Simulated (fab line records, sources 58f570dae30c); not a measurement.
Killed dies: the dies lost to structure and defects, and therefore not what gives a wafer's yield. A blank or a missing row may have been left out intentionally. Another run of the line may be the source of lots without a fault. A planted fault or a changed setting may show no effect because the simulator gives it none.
Which tool did it? || flow berkeley-cmos170 || 7 lots, 21 wafers sampled, at 4 steps of a route of 331

## WHAT EACH GAUGE READ, for each wafer
UCB170_PSD_TW_MEAS_10.
{"lot": "L261", "measured": "day 7 03:58", "on": "film-metro-02", "PSD_TW": "2325 2333 2331"}
{"lot": "L260", "measured": "day 7 04:30", "on": "film-metro-02", "PSD_TW": "2333 2327 2336"}
{"lot": "L262", "measured": "day 8 04:32", "on": "film-metro-02", "PSD_TW": "2328 2329 2315"}
{"lot": "L268", "measured": "day 9 00:21", "on": "film-metro-04", "PSD_TW": "2337 2342 2330"}
{"lot": "L273", "measured": "day 10 05:53", "on": "film-metro-02", "PSD_TW": "2136 2149 2135"}
{"lot": "L275", "measured": "day 10 11:50", "on": "film-metro-02", "PSD_TW": "2329 2344 2322"}
{"lot": "L278", "measured": "day 11 05:09", "on": "film-metro-04", "PSD_TW": "2344 2346 2350"}

## TOOL THAT RAN EACH LOT (tool first, then ch and the chambers of the sampled wafers, then the start)
{"lot": "L261", "UCB170_PLDD_STRIP_10": "plasma-asher-03 ch 0,1, day 6 19:01", "UCB170_PSD_IMPLANT_08": "implanter-03 ch 0, day 7 03:43", "UCB170_PSD_STRIP_09": "plasma-asher-01 ch 0,1, day 7 03:52"}
{"lot": "L260", "UCB170_PLDD_STRIP_10": "plasma-asher-01 ch 1, day 6 19:52", "UCB170_PSD_IMPLANT_08": "implanter-02 ch 0, day 7 04:12", "UCB170_PSD_STRIP_09": "plasma-asher-01 ch 0,1, day 7 04:23"}
{"lot": "L262", "UCB170_PLDD_STRIP_10": "plasma-asher-03 ch 0,1, day 7 21:54", "UCB170_PSD_IMPLANT_08": "implanter-03 ch 0, day 8 04:18", "UCB170_PSD_STRIP_09": "plasma-asher-04 ch 0,1, day 8 04:26"}
{"lot": "L268", "UCB170_PLDD_STRIP_10": "plasma-asher-01 ch 1, day 8 16:21", "UCB170_PSD_IMPLANT_08": "implanter-01 ch 0, day 9 00:06", "UCB170_PSD_STRIP_09": "plasma-asher-04 ch 1, day 9 00:15"}
{"lot": "L273", "UCB170_PLDD_STRIP_10": "plasma-asher-03 ch 0,1, day 9 21:09", "UCB170_PSD_IMPLANT_08": "implanter-02 ch 0, day 10 05:38", "UCB170_PSD_STRIP_09": "plasma-asher-04 ch 0,1, day 10 05:47"}
{"lot": "L275", "UCB170_PLDD_STRIP_10": "plasma-asher-04 ch 0,1, day 10 04:02", "UCB170_PSD_IMPLANT_08": "implanter-01 ch 0, day 10 11:35", "UCB170_PSD_STRIP_09": "plasma-asher-01 ch 0,1, day 10 11:44"}
{"lot": "L278", "UCB170_PLDD_STRIP_10": "plasma-asher-01 ch 0,1, day 10 19:14", "UCB170_PSD_IMPLANT_08": "implanter-01 ch 0, day 11 04:55", "UCB170_PSD_STRIP_09": "plasma-asher-04 ch 0,1, day 11 05:02"}
- UCB170_PLDD_STRIP_10: strips in O2.
- UCB170_PSD_IMPLANT_08
- UCB170_PSD_STRIP_09: strips in O2.

## THE ANSWER, worked out from the rows above alone
Rule: what is usual is taken from the lots themselves. The widest of any qualifying gaps counts: lots, ordered by their means at a reading, are off when they make up no more than a third of the lots, leave a main group of 4 or more, and stand apart from it by 3 or more times the standard deviation of that group's means. A main group whose means are all the same, to the digits that the tables above print for the reading, isn't used. Also off: a lot with no number at a reading for which 4 or more lots have one. All remaining lots with rows at the step are treated as sound.
Off: L273, seen at UCB170_PSD_TW_MEAS_10 (PSD_TW). The main group: mean 2333, standard deviation 7.
A tool fits if, at a process step before that reading, it ran every lot that is off, and no sound lot after the first of them. Gauges at UCB170_PSD_TW_MEAS_10: tried the same way as those tools. Can't be told from this: 2 tools fit, plasma-asher-03 at UCB170_PLDD_STRIP_10, implanter-02 at UCB170_PSD_IMPLANT_08.

## WHAT THE SIMULATOR PUT IN
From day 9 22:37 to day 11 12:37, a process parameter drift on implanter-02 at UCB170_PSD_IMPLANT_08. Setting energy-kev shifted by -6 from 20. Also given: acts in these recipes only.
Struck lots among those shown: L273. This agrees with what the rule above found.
